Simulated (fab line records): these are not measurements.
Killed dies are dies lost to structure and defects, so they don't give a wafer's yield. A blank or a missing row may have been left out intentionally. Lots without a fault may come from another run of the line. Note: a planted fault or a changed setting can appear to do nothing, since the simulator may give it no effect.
Which tool is to blame? | flow berkeleyCmos170 | Sampling: 14 lots, 42 wafers, 4 of 331 route steps

== WHAT THE GAUGES READ, wafer by wafer ==
UCB170_WELLDRIVE_THK_MEAS_02.
lot  | measured    | on           | WELLDRIVE_OXIDE_THK (nm)
L889 | day 3 16:28 | filmMetro-02 | 209 207 210
L888 | day 3 16:28 | filmMetro-04 | 205 205 205
L891 | day 3 21:22 | filmMetro-03 | 199 197 198
L893 | day 4 14:10 | filmMetro-04 | 204 200 201
L894 | day 4 22:49 | filmMetro-04 | 197 199 197
L897 | day 5 10:07 | filmMetro-04 | 199 201 203
L898 | day 5 19:06 | filmMetro-02 | 194 199 200
L900 | day 6 01:47 | filmMetro-03 | 199 196 198
L901 | day 6 10:53 | filmMetro-03 | 193 197 195
L906 | day 7 06:42 | filmMetro-03 | 203 198 199
L907 | day 7 17:25 | filmMetro-03 | 197 194 194
L909 | day 7 22:18 | filmMetro-04 | 200 202 200
L911 | day 8 07:10 | filmMetro-02 | 201 198 200
L910 | day 8 07:10 | filmMetro-04 | 198 205 199

UCB170_PVT_TW_MEAS_09.
lot  | measured     | on           | PVT_TW
L889 | day 6 00:07  | filmMetro-03 | 505 506 507
L888 | day 6 00:13  | filmMetro-01 | 514 515 513
L891 | day 5 23:55  | filmMetro-03 | 503 505 505
L893 | day 6 11:44  | filmMetro-01 | 517 510 515
L894 | day 7 08:16  | filmMetro-04 | 507 504 504
L897 | day 7 12:03  | filmMetro-03 | 507 506 507
L898 | day 7 23:01  | filmMetro-04 | 505 503 502
L900 | day 8 06:46  | filmMetro-04 | 506 506 505
L901 | day 8 11:25  | filmMetro-01 | 511 511 509
L906 | day 9 13:28  | filmMetro-01 | 444 442 440
L907 | day 10 08:58 | filmMetro-03 | 444 447 446
L909 | day 10 09:19 | filmMetro-04 | 508 506 509
L911 | day 10 14:14 | filmMetro-01 | 510 509 509
L910 | day 10 14:17 | filmMetro-03 | 510 510 511

== WHICH TOOL RAN EACH LOT (tool, then ch and the chambers of the sampled wafers, then the start) ==
lot  | UCB170_PWELL_STRIP_16              | UCB170_PVT_IMPLANT_07
L889 | plasmaAsher-04 ch 0,1, day 3 05:35 | implanter-04 ch 0, day 5 23:54
L888 | plasmaAsher-03 ch 0,1, day 3 05:47 | implanter-01 ch 0, day 5 23:59
L891 | plasmaAsher-02 ch 0,1, day 3 10:31 | implanter-03 ch 0, day 5 23:41
L893 | plasmaAsher-02 ch 0,1, day 4 02:14 | implanter-03 ch 0, day 6 11:31
L894 | plasmaAsher-04 ch 0,1, day 4 10:39 | implanter-04 ch 0, day 7 08:04
L897 | plasmaAsher-03 ch 0,1, day 4 23:02 | implanter-01 ch 0, day 7 11:49
L898 | plasmaAsher-03 ch 0,1, day 5 07:11 | implanter-03 ch 0, day 7 22:46
L900 | plasmaAsher-04 ch 0,1, day 5 15:32 | implanter-01 ch 0, day 8 06:31
L901 | plasmaAsher-03 ch 0,1, day 6 00:52 | implanter-01 ch 0, day 8 11:10
L906 | plasmaAsher-03 ch 0,1, day 6 17:57 | implanter-03 ch 0, day 9 13:13
L907 | plasmaAsher-03 ch 0,1, day 7 06:26 | implanter-03 ch 0, day 10 08:45
L909 | plasmaAsher-03 ch 0,1, day 7 11:02 | implanter-04 ch 0, day 10 09:04
L911 | plasmaAsher-03 ch 0,1, day 7 19:28 | implanter-04 ch 0, day 10 13:59
L910 | plasmaAsher-04 ch 0,1, day 7 19:38 | implanter-01 ch 0, day 10 14:02
- UCB170_PWELL_STRIP_16: strips in O2.
- UCB170_PVT_IMPLANT_07

== AS READ BY THE TOOLS THEMSELVES (means over the sampled wafers that have a number; for cases with no such wafer, the mark the record gives instead) ==
UCB170_PWELL_STRIP_16.
lot  | tool           | chamberPressureMTorr (mTorr) | drypumpMotorCurrentA (A) | oesProductAu (a.u.) | stripTimeToEndpointS (s)
L889 | plasmaAsher-04 | 3504                         | 5.8                      | 0.722               | 18.05
L888 | plasmaAsher-03 | 3497                         | 5.6                      | 0.721               | 17.97
L891 | plasmaAsher-02 | 3502                         | 5.0                      | 0.718               | 18.04
L893 | plasmaAsher-02 | 3499                         | 5.2                      | 0.720               | 18.11
L894 | plasmaAsher-04 | 3500                         | 5.3                      | 0.723               | 18.00
L897 | plasmaAsher-03 | 3499                         | 5.7                      | 0.718               | 18.12
L898 | plasmaAsher-03 | 3498                         | 5.6                      | 0.723               | 18.03
L900 | plasmaAsher-04 | 3501                         | 5.3                      | 0.722               | 17.98
L901 | plasmaAsher-03 | 3500                         | 5.6                      | 0.720               | 18.06
L906 | plasmaAsher-03 | 3503                         | 5.7                      | 0.723               | 18.15
L907 | plasmaAsher-03 | 3498                         | 5.6                      | 0.723               | 17.96
L909 | plasmaAsher-03 | 3503                         | 5.6                      | 0.718               | 18.05
L911 | plasmaAsher-03 | 3501                         | 5.7                      | 0.722               | 18.05
L910 | plasmaAsher-04 | 3498                         | 5.3                      | 0.722               | 18.08

UCB170_PVT_IMPLANT_07.
lot  | tool         | beamEnergyKeV | doseIonsCm2 | faradayCurrentUA
L889 | implanter-04 | 29.984        | 2.0016e+12  | 6.38
L888 | implanter-01 | 30.011        | 1.9980e+12  | 6.26
L891 | implanter-03 | 30.006        | 1.9995e+12  | 6.27
L893 | implanter-03 | 30.004        | 1.9999e+12  | 6.40
L894 | implanter-04 | 30.002        | 1.9989e+12  | 6.36
L897 | implanter-01 | 29.997        | 2.0000e+12  | 6.27
L898 | implanter-03 | 29.996        | 1.9997e+12  | 6.34
L900 | implanter-01 | 30.008        | 2.0011e+12  | 6.30
L901 | implanter-01 | 30.004        | 1.9993e+12  | 6.30
L906 | implanter-03 | 29.999        | 1.2677e+12  | 3.99
L907 | implanter-03 | 29.997        | 1.2696e+12  | 4.02
L909 | implanter-04 | 29.999        | 1.9973e+12  | 6.35
L911 | implanter-04 | 29.996        | 1.9972e+12  | 6.35
L910 | implanter-01 | 29.985        | 2.0003e+12  | 6.24

== THE ANSWER, worked out from the rows above alone ==
Rule: the lots themselves supply what counts as usual. The widest of any qualifying gaps counts: lots, ordered by their means at a reading, are off when they make up no more than a third of the lots, leave a main group of 4 or more, and stand apart from it by 3 or more times the standard deviation of that group's means. If all means in a main group match to the digits the tables above print for the reading, that group is not used. Also off: a lot with no number at a reading for which 4 or more lots have one. The other lots that the step has rows for count as sound. The gauges are gone through in route order, then the tools' own readings, and for those a lot's mean is taken as printed above. At the first step where some lot is off, the reading lying furthest off is the one used; lots without a number count as furthest.
Off: at UCB170_PVT_TW_MEAS_09 (PVT_TW), L906, L907. Mean 508 and standard deviation 3.4 in the main group.
If a tool, at a process step before that reading, ran all the lots that are off and no sound lot after the first of them, it fits. The gauges at UCB170_PVT_TW_MEAS_09 aren't tried: what is off there is off at UCB170_PVT_IMPLANT_07 too, on other tools, and a gauge's error can't cause that. One fits: implanter-03 at UCB170_PVT_IMPLANT_07. A fault onset in the window from L898 (day 7 22:46, its last sound lot) to L906 (day 9 13:13, its first lot off) fits.
The tool's own readings at UCB170_PVT_IMPLANT_07 bear it out: on the lots that are off they differ by more than 5 times the standard deviation of the sound lots' means. doseIonsCm2 reads 1.2686e+12 there against 1.9994e+12 on the sound lots; faradayCurrentUA reads 4.00 there against 6.32 on the sound lots.

== WHAT THE SIMULATOR PUT IN ==
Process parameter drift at UCB170_PVT_IMPLANT_07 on implanter-03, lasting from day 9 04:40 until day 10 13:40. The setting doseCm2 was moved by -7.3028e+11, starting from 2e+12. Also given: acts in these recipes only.
Shown lots that were struck: L906, L907. The rule above reached the same finding.
